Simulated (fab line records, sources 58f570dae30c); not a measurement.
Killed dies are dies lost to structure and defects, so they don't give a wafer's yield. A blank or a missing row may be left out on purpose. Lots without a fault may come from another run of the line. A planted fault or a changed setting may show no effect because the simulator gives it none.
Chamber matching | flow berkeley_cmos170 | UCB170_SPACER_CVD_00 on pecvd-04: 3 sister chambers
The step deposits SiO2 from TEOS/O2, target thk 376 nm, time 47 s. 6 wafers are shown with their chamber, then 7 later ones without.

WAFERS WITH THEIR CHAMBER
wafer  | chamber | heater_power_w (W)
L490.6 | 0       | 285
L496.2 | 0       | 271
L502.1 | 2       | 355
L502.6 | 1       | 243
L501.1 | 1       | 258
L501.5 | 2       | 369

WAFERS WITHOUT THEIR CHAMBER
wafer  | heater_power_w (W)
L501.6 | 212
L503.1 | 196
L503.5 | 207
L503.6 | 323
L504.2 | 274
L504.4 | 222
L504.5 | 282

WHICH CHAMBER EACH WENT THROUGH
wafer  | from the rows above     | in truth
L501.6 | 1                       | 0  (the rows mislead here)
L503.1 | 1                       | 1
L503.5 | 1                       | 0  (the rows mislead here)
L503.6 | can't be placed: 2 or 0 | 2
L504.2 | can't be placed: 0 or 1 | 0
L504.4 | 1                       | 1
L504.5 | 0                       | 0
Placed correctly: 3 of 7. Can't be placed from these rows: 2 (the true chamber is among the candidates in 2). Placed wrongly: 2.
How it was worked out, from the rows above alone: a wafer's distance from a chamber is the root of the sum, over the readings, of the square of ((its reading less the chamber's mean) divided by the reading's scatter). The wafer belongs to the nearest chamber; if the next one is less than 2 further off, it can't be placed. A chamber's mean is the mean of its shown wafers. The scatter: the root of (the sum of the squares of (reading less its chamber's mean) over the shown wafers, divided by (wafers less chambers)).
